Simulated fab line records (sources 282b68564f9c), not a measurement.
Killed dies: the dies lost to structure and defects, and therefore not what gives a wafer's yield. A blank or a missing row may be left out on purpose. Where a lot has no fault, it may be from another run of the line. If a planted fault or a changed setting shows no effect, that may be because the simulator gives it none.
fab line records | flow rit_cmos
record: lots: 6 | wafers: 18 | last_day: 7
route steps=202 shown PRETRO@69 GATE@75 FOX2@80 M1@202
lots that met no fault: from a run of the same line without faults
start_h: hours from the record's opening day to when the first of the lot's shown wafers began | wait_h: hours from the lot's prior step to this one | " the same as in the row above | L1.1+2: a row that stands for several wafers | - either no value or no given start | * or withheld: withheld | < > ~ a bound
route shown NAME@n: names a module that has steps shown in the file, with the first one's number in the route | usual: mean/standard deviation of fault-free wafers | same: alike in all rows | chamber/n: place in a boat | sites: each site's reading | _std_site: the standard deviation of these | _edge_site: the outer-site mean with the inner-site mean subtracted | radius_mm: for every site, how far away it sits from the centre of the wafer | mask NAME#n: copy n | behind: the most recent tool/chamber to have shaped the wafer | hold: what put the lot on hold/how long, in hours/how the hold closed | device: the transistor (n, p or np) that didn't switch | end of line: tests run on the same wafers once the route is complete | a step given without rows: its recipe and nothing more | killed: the dies lost at the first sort to structure and to defects; this is not the yield of the wafer | map: a wafer's dies, marking killed ones x, the rest . and places with no die _
set.NAME: the setting that was run; set.NAME@STEP: the one run at that earlier step | model.NAME: the simulator's own value behind a step, which no gauge read
certain route steps with their lots: each step a table, each wafer a row
services: a tool's chamber out of use, with start hour (start_h, from the record's first day; less than 0 if before it), hours out, and reason
== steps ==
step: RIT_PRETRO_DEVELOP_05
recipe: resist: NOVOLAK | develop_time_s: 68 | dev_temp_c: 23
step: RIT_PRETRO_OVL_MEAS_06
usual: PRETRO_OVL: 0.8/1.5
lot.wafer | tool       | chamber | start_h | wait_h | PRETRO_OVL[nm]
L345.2    | overlay-02 | -       | 32.59   | -      | 0.0
L345.3    | "          | -       | "       | "      | 0.8
L345.4    | "          | -       | "       | "      | 1.8
L348.2    | overlay-01 | -       | 46.37   | -      | 1.0
L348.4    | "          | -       | "       | "      | 3.9
L348.5    | "          | -       | "       | "      | 0.9
L358.2    | overlay-02 | -       | 98.42   | -      | -2.7
L358.3    | "          | -       | "       | "      | -1.4
L358.6    | "          | -       | "       | "      | -1.4
L360.1    | overlay-02 | -       | 107.87  | -      | 0.7
L360.3    | "          | -       | "       | "      | 0.9
L360.4    | "          | -       | "       | "      | -0.3
L361.1    | overlay-02 | -       | 112.65  | -      | 1.5
L361.3    | "          | -       | "       | "      | -0.3
L361.6    | "          | -       | "       | "      | 1.6
L368.1    | overlay-01 | -       | 148.60  | -      | 1.1
L368.4    | "          | -       | "       | "      | 1.2
L368.5    | "          | -       | "       | "      | 0.5
step: RIT_PRETRO_HARDBAKE_07
recipe: resist: NOVOLAK | temp_c: 140 | time_s: 120
step: RIT_PRETRO_IMPLANT_08
recipe: species: B | energy_kev: 45 | dose_cm2: 1.2e+13 | tilt_deg: 7
step: RIT_PRETRO_STRIP_09
recipe: chemistry: O2 | time_s: 180 | resist: NOVOLAK | platen_temp_c: withheld | power_w: 500 | pressure_mtorr: 4000 | o2_flow_sccm: 4000
usual: chamber_pressure_mTorr: 4001/3.4 | drypump_motor_current_A: 6.0/0.35
same: time_s: 180
lot.wafer | tool            | chamber | start_h | wait_h | chamber_pressure_mTorr | drypump_motor_current_A | rf_hours_counter_h
L345.2    | plasma_asher-04 | 1       | 33.02   | 0.1    | 4003                   | 6.1                     | 24
L345.3    | "               | 1       | "       | "      | 4002                   | 6.2                     | -
L345.4    | "               | 0       | "       | "      | 4000                   | 6.0                     | -
L348.2    | plasma_asher-04 | 1       | 46.80   | 0.1    | 4001                   | 6.1                     | 26
L348.4    | "               | 0       | "       | "      | 3996                   | 6.0                     | -
L348.5    | "               | 1       | "       | "      | 4000                   | 6.1                     | -
L358.2    | plasma_asher-04 | 1       | 98.85   | 0.1    | 3999                   | 6.1                     | 32
L358.3    | "               | 1       | "       | "      | 4002                   | 6.1                     | -
L358.6    | "               | 0       | "       | "      | 3997                   | 6.0                     | -
L360.1    | plasma_asher-02 | 0       | 108.32  | 0.1    | 3995                   | 5.3                     | 48
L360.3    | "               | 1       | "       | "      | 4006                   | 6.5                     | -
L360.4    | "               | 0       | "       | "      | 3999                   | 5.3                     | -
L361.1    | plasma_asher-02 | 0       | 113.08  | 0.1    | 4005                   | 5.3                     | 49
L361.3    | "               | 1       | "       | "      | 4003                   | 6.5                     | -
L361.6    | "               | 1       | "       | "      | 3999                   | 6.5                     | -
L368.1    | plasma_asher-04 | 0       | 149.07  | 0.1    | 4003                   | 6.0                     | 38
L368.4    | "               | 1       | "       | "      | 4002                   | 6.2                     | -
L368.5    | "               | 1       | "       | "      | 4004                   | 6.2                     | -
step: RIT_PRETRO_TW_MEAS_10
usual: PRETRO_TW: 476/5.7
lot.wafer | tool          | chamber | start_h | wait_h | PRETRO_TW
L345.2    | film_metro-04 | -       | 33.20   | 0.1    | 477
L345.3    | "             | -       | "       | "      | 478
L345.4    | "             | -       | "       | "      | 479
L348.2    | film_metro-04 | -       | 46.98   | 0.1    | 480
L348.4    | "             | -       | "       | "      | 480
L348.5    | "             | -       | "       | "      | 479
L358.2    | film_metro-03 | -       | 99.04   | 0.1    | 469
L358.3    | "             | -       | "       | "      | 471
L358.6    | "             | -       | "       | "      | 466
L360.1    | film_metro-03 | -       | 108.49  | 0.1    | 468
L360.3    | "             | -       | "       | "      | 465
L360.4    | "             | -       | "       | "      | 466
L361.1    | film_metro-04 | -       | 113.26  | 0.1    | 479
L361.3    | "             | -       | "       | "      | 476
L361.6    | "             | -       | "       | "      | 478
L368.1    | film_metro-04 | -       | 149.24  | 0.1    | 474
L368.4    | "             | -       | "       | "      | 473
L368.5    | "             | -       | "       | "      | 475
step: RIT_GATE_WET_ETCH_00
recipe: chemistry: BOE | target: SiO2 | target_depth_nm: 56 | time_s: 60 | dry: n2_spin | dilution: 10:1 | temp_c: 21.5
step: RIT_GATE_CLEAN_01
recipe: chemistry: SC1 | mix: 3:3:50 | time_s: 600 | temp_c: 75
step: RIT_GATE_CLEAN_02
recipe: chemistry: dHF | dilution: 50:1 | time_s: 30
step: RIT_GATE_CLEAN_03
recipe: chemistry: SC2 | mix: 3:3:50 | time_s: 600 | temp_c: 75 | dry: n2_spin
step: RIT_GATE_CLEAN_04
recipe: chemistry: dHF | dilution: 50:1 | time_s: 60 | dry: n2_spin
step: RIT_FOX2_THK_MEAS_91
recipe: reads: SiO2_of_FOX2_OXIDATION_00
usual: FIELD_OXIDE_LEFT_2_THK: 255/5.6
lot.wafer | tool          | chamber | start_h | wait_h | FIELD_OXIDE_LEFT_2_THK[nm]
L345.2    | film_metro-04 | -       | 33.88   | 0.0    | 254
L345.3    | "             | -       | "       | "      | 259
L345.4    | "             | -       | "       | "      | 257
L348.2    | film_metro-02 | -       | 47.46   | 0.0    | 245
L348.4    | "             | -       | "       | "      | 251
L348.5    | "             | -       | "       | "      | 250
L358.2    | film_metro-03 | -       | 99.55   | 0.0    | 253
L358.3    | "             | -       | "       | "      | 254
L358.6    | "             | -       | "       | "      | 255
L360.1    | film_metro-03 | -       | 108.97  | 0.0    | 260
L360.3    | "             | -       | "       | "      | 263
L360.4    | "             | -       | "       | "      | 258
L361.1    | film_metro-03 | -       | 113.73  | 0.0    | 248
L361.3    | "             | -       | "       | "      | 253
L361.6    | "             | -       | "       | "      | 252
L368.1    | film_metro-03 | -       | 149.76  | 0.0    | 253
L368.4    | "             | -       | "       | "      | 257
L368.5    | "             | -       | "       | "      | 260
step: RIT_GATE_OXIDATION_05
recipe: temp_c: 900 | ambient: O2 | target_thk_a: 30 | ox_time_s: 270
usual: tube_center_temp_C: 900/0.089
lot.wafer | tool       | chamber | start_h | wait_h | tube_center_temp_C | model.SiO2_of_GATE_OXIDATION_05.thk_nm
L345.2    | furnace-04 | 0       | 34.21   | 0.3    | 899.94             | 2.909
L345.3    | "          | 0       | "       | "      | 899.95             | 2.886
L345.4    | "          | 0       | "       | "      | 900.01             | 2.898
L348.2    | furnace-01 | 0       | 47.51   | 0.0    | 899.99             | 2.894
L348.4    | "          | 0       | "       | "      | 900.02             | 2.923
L348.5    | "          | 0       | "       | "      | 899.95             | 2.924
L358.2    | furnace-01 | 0       | 100.17  | 0.6    | 900.03             | 3.008
L358.3    | "          | 0       | "       | "      | 900.05             | 2.976
L358.6    | "          | 0       | "       | "      | 900.03             | 2.985
L360.1    | furnace-04 | 0       | 109.85  | 0.9    | 900.07             | 4.177
L360.3    | "          | 0       | "       | "      | 899.92             | 4.106
L360.4    | "          | 0       | "       | "      | 899.85             | 4.068
L361.1    | furnace-04 | 0       | 113.79  | 0.1    | 900.08             | 4.103
L361.3    | "          | 0       | "       | "      | 900.04             | 4.079
L361.6    | "          | 0       | "       | "      | 899.98             | 4.088
L368.1    | furnace-03 | 0       | 149.82  | 0.1    | 899.94             | 3.031
L368.4    | "          | 0       | "       | "      | 900.04             | 3.028
L368.5    | "          | 0       | "       | "      | 900.13             | 3.007
step: RIT_GATE_ANNEAL_06
recipe: temp_c: 900 | time_s: 600 | ambient: N2O
step: RIT_GATE_THK_MEAS_07
recipe: reads: SiO2_of_GATE_OXIDATION_05
usual: GATE_OXIDE_THK: 3.01/0.076
lot.wafer | tool          | chamber | start_h | wait_h | GATE_OXIDE_THK[nm]
L345.2    | film_metro-03 | -       | 36.27   | 0.0    | 2.93
L345.3    | "             | -       | "       | "      | 2.86
L345.4    | "             | -       | "       | "      | 2.90
L348.2    | film_metro-04 | -       | 49.20   | 0.0    | 2.88
L348.4    | "             | -       | "       | "      | 2.92
L348.5    | "             | -       | "       | "      | 2.94
L358.2    | film_metro-03 | -       | 103.44  | 0.0    | 2.99
L358.3    | "             | -       | "       | "      | 2.92
L358.6    | "             | -       | "       | "      | 2.97
L360.1    | film_metro-02 | -       | 113.72  | 0.0    | 4.19
L360.3    | "             | -       | "       | "      | 4.06
L360.4    | "             | -       | "       | "      | 4.12
L361.1    | film_metro-03 | -       | 115.48  | 0.0    | 4.08
L361.3    | "             | -       | "       | "      | 4.11
L361.6    | "             | -       | "       | "      | 4.11
L368.1    | film_metro-03 | -       | 152.46  | 0.0    | 2.96
L368.4    | "             | -       | "       | "      | 3.05
L368.5    | "             | -       | "       | "      | 3.00
step: RIT_GATE_CVD_08
recipe: material: poly-Si | target_thk_nm: 250 | temp_c: 610 | precursor: SiH4 | time_s: 2220 | pressure_mtorr: 300 | sih4_flow_sccm: 100
step: RIT_M1_PROBE_99
usual: killed_at_front_end: 6.9/2.8 | killed_dies: 7.1/2.8 | killed_on_rim: 1.8/1.3 | killed_open: 3.4/1.9 | killed_short: 3.6/1.7
same: gross_dies: 264 | killed_at_M0_to_M3: 0 | killed_at_M4_up: 0 | killed_at_back_side: 0 | killed_at_contacts: 0 | killed_at_other: 0
lot.wafer | tool      | chamber | start_h | wait_h | killed_at_front_end | killed_dies | killed_on_rim | killed_open | killed_short | model.etest.pmos_0p3.r_on_ohm_um | model.etest.pmos_turned.r_on_ohm_um | model.etest.pmos_0p15.r_on_ohm_um | model.etest.nmos_0p3.r_on_ohm_um | model.etest.nmos_0p15.r_on_ohm_um | model.etest.nmos_0p15.drive_ua_um | model.etest.nmos_narrow.drive_ua_um | model.etest.nmos_0p3.drive_ua_um
L345.2    | prober-01 | -       | 63.56   | 0.1    | 10                  | 10          | 5             | 5           | 5            | 5974                             | 3116                                | 2522                              | 2084                             | 1082                              | 502.7                             | 243.4                               | 239.4
L345.3    | prober-01 | -       | 63.61   | 0.2    | 10                  | 10          | 0             | 5           | 5            | 5980                             | 3045                                | 2485                              | 2073                             | 1050                              | 518.5                             | 243.1                               | 240.1
L345.4    | prober-01 | -       | 63.66   | 0.2    | 11                  | 11          | 2             | 7           | 4            | 5910                             | 3092                                | 2470                              | 2068                             | 1079                              | 507.9                             | 244.4                               | 238.1
L348.2    | prober-02 | -       | 76.27   | 0.1    | 8                   | 8           | 3             | 5           | 3            | 5944                             | 3233                                | 2607                              | 2080                             | 1096                              | 481.9                             | 233                                 | 236.9
L348.4    | prober-02 | -       | 76.37   | 0.2    | 6                   | 6           | 2             | 2           | 4            | 5953                             | 3146                                | 2545                              | 2108                             | 1104                              | 502.3                             | 238.2                               | 236.1
L348.5    | prober-02 | -       | 76.42   | 0.2    | 9                   | 9           | 2             | 6           | 3            | 6107                             | 3214                                | 2634                              | 2126                             | 1145                              | 479.5                             | 233                                 | 235
L358.2    | prober-02 | -       | 128.53  | 0.1    | 3                   | 3           | 1             | 0           | 2            | 6162                             | 3254                                | 2642                              | 2084                             | 1072                              | 489.6                             | 233.2                               | 233.4
L358.3    | prober-02 | -       | 128.58  | 0.2    | 8                   | 8           | 4             | 4           | 4            | 6178                             | 3294                                | 2710                              | 2116                             | 1131                              | 487.2                             | 235.1                               | 236.5
L358.6    | prober-02 | -       | 128.73  | 0.2    | 7                   | 7           | 2             | 1           | 6            | 6170                             | 3325                                | 2688                              | 2100                             | 1090                              | 488.6                             | 234.4                               | 236.2
L360.1    | prober-02 | -       | 137.26  | 0.1    | 6                   | 6           | 2             | 2           | 4            | 8314                             | 4103                                | 3302                              | 2782                             | 1304                              | 345.4                             | 139.3                               | 141.6
L360.3    | prober-02 | -       | 137.36  | 0.2    | 4                   | 4           | 1             | 1           | 3            | 8144                             | 4046                                | 3316                              | 2748                             | 1304                              | 345.7                             | 143.2                               | 144
L360.4    | prober-02 | -       | 137.41  | 0.2    | 6                   | 6           | 3             | 2           | 4            | 8068                             | 3920                                | 3222                              | 2727                             | 1292                              | 359.9                             | 145.4                               | 145.1
L361.1    | prober-01 | -       | 139.34  | 0.1    | 6                   | 6           | 1             | 4           | 2            | 8199                             | 4164                                | 3308                              | 2700                             | 1264                              | 353.2                             | 145.3                               | 148.7
L361.3    | prober-01 | -       | 139.44  | 0.2    | 8                   | 8           | 2             | 3           | 5            | 8216                             | 4196                                | 3339                              | 2705                             | 1288                              | 359                               | 147                                 | 148.4
L361.6    | prober-01 | -       | 139.59  | 0.2    | 7                   | 7           | 0             | 4           | 3            | 8112                             | 4093                                | 3265                              | 2660                             | 1243                              | 360.7                             | 144.8                               | 147.3
L368.1    | prober-01 | -       | 176.67  | 0.1    | 7                   | 7           | 0             | 4           | 3            | 6342                             | 3521                                | 2834                              | 2153                             | 1138                              | 465.2                             | 225.5                               | 223.4
L368.4    | prober-01 | -       | 176.82  | 0.2    | 8                   | 8           | 3             | 6           | 2            | 6352                             | 3626                                | 2888                              | 2174                             | 1145                              | 464                               | 223.4                               | 223.6
L368.5    | prober-01 | -       | 176.87  | 0.2    | 13                  | 13          | 3             | 6           | 7            | 6336                             | 3471                                | 2752                              | 2152                             | 1095                              | 477.6                             | 223.7                               | 224.3
killed by level:class
L345.2 GATE:geometric_particle:open=3 REOX:geometric_particle:open=2 SPACER:geometric_particle:short=2 SILICIDE:geometric_particle:short=2 REOX:geometric_particle:short=1
L345.3 GATE:geometric_particle:open=3 GATE:geometric_particle:short=2 SILICIDE:geometric_particle:open=2 FOX1:geometric_particle:short=1 REOX:geometric_particle:short=1 SPACER:geometric_particle:short=1
L345.4 REOX:geometric_particle:short=3 SILICIDE:geometric_particle:open=3 GATE:geometric_particle:open=2 REOX:geometric_particle:open=1 SPACER:geometric_particle:open=1 SPACER:geometric_particle:short=1
L348.2 REOX:geometric_particle:open=2 SPACER:geometric_particle:short=2 FOX1:geometric_particle:open=1 GATE:geometric_particle:short=1 SPACER:geometric_particle:open=1 SILICIDE:geometric_particle:open=1
L348.4 SILICIDE:geometric_particle:short=2 FOX2:geometric_particle:open=1 GATE:geometric_particle:short=1 REOX:geometric_particle:open=1 REOX:geometric_particle:short=1
L348.5 GATE:geometric_particle:short=3 REOX:geometric_particle:open=3 GATE:geometric_particle:open=2 SILICIDE:geometric_particle:open=1
L358.2 SILICIDE:geometric_particle:short=2 GATE:coat_microbubble_printed=1
L358.3 GATE:geometric_particle:short=3 SPACER:geometric_particle:open=2 FOX1:geometric_particle:open=1 GATE:geometric_particle:open=1 SILICIDE:geometric_particle:short=1
L358.6 GATE:geometric_particle:short=3 FOX1:geometric_particle:short=1 FOX2:geometric_particle:short=1 SILICIDE:geometric_particle:open=1 SILICIDE:geometric_particle:short=1
L360.1 SPACER:geometric_particle:short=2 GATE:geometric_particle:open=1 REOX:geometric_particle:short=1 SPACER:geometric_particle:open=1 SILICIDE:geometric_particle:short=1
L360.3 FOX2:geometric_particle:short=2 GATE:geometric_particle:short=1 REOX:geometric_particle:open=1
L360.4 SILICIDE:geometric_particle:short=2 FOX1:geometric_particle:open=1 GATE:geometric_particle:short=1 GATE:geometric_particle:open=1 SPACER:geometric_particle:short=1
L361.1 GATE:geometric_particle:open=4 FOX2:geometric_particle:short=1 GATE:geometric_particle:short=1
L361.3 FOX1:geometric_particle:open=1 FOX1:geometric_particle:short=1 FOX2:geometric_particle:open=1 GATE:geometric_particle:open=1 GATE:geometric_particle:short=1 REOX:geometric_particle:short=1 SPACER:geometric_particle:short=1 SILICIDE:geometric_particle:short=1
L361.6 FOX2:geometric_particle:open=2 GATE:geometric_particle:short=2 FOX1:geometric_particle:open=1 GATE:geometric_particle:open=1 SILICIDE:geometric_particle:short=1
L368.1 GATE:geometric_particle:short=2 FOX1:geometric_particle:open=1 FOX1:geometric_particle:short=1 REOX:geometric_particle:open=1 SPACER:geometric_particle:open=1 SILICIDE:geometric_particle:open=1
L368.4 REOX:geometric_particle:open=2 SILICIDE:geometric_particle:open=2 FOX1:geometric_particle:open=1 FOX1:geometric_particle:short=1 GATE:geometric_particle:open=1 SILICIDE:geometric_particle:short=1
L368.5 GATE:geometric_particle:short=3 GATE:geometric_particle:open=3 FOX1:geometric_particle:open=2 FOX2:geometric_particle:short=2 FOX1:geometric_particle:short=1 REOX:geometric_particle:open=1 REOX:geometric_particle:short=1
== services ==
tool            | chamber | start_h | hours | kind
furnace-04      | -       | 24.18   | 2.3   | pm
plasma_asher-02 | -       | 40.67   | 2.8   | pm
furnace-03      | -       | 49.35   | 3.3   | pm
furnace-03      | -       | 105.20  | 3.5   | pm
furnace-03      | -       | 120.08  | 1.6   | pm
furnace-01      | -       | 147.97  | 3.5   | pm
== key ==
first_sign: step: RIT_GATE_THK_MEAS_07 | reading: GATE_OXIDE_THK | direction: up | sigmas: 14 | usual: 3.01 | struck: 4.11
effect none on later readings
model_effect: step: RIT_GATE_OXIDATION_05 | value: SiO2_of_GATE_OXIDATION_05.thk_nm | without: 3.118 | struck: 4.104
model_effect: step: RIT_M1_PROBE_99 | value: etest.pmos_0p3.r_on_ohm_um | without: 6397 | struck: 8176
met_at RIT_GATE_OXIDATION_05
struck_wafers L360.1,L360.3,L360.4,L361.1,L361.3,L361.6
tester_left_out L360,L361
onset_between 34.21 109.85
also_fits RIT_PRETRO_STRIP_09:plasma_asher-02
fault: kind: process_parameter_drift | tool: furnace-04 | chamber: - | onset_h: 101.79 | steps: RIT_GATE_OXIDATION_05 | channel: ox_time_s | offset: * | shape: step | end_h: 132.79 | acts_in: * | stated: *
tester_left_out: of these lots the tester's yield and bins aren't shown, on N5 and GAA mostly nor the transistor test; their killed dies are dies lost to structure and defects alone, not to doping, threshold or leakage, so they don't give the yield
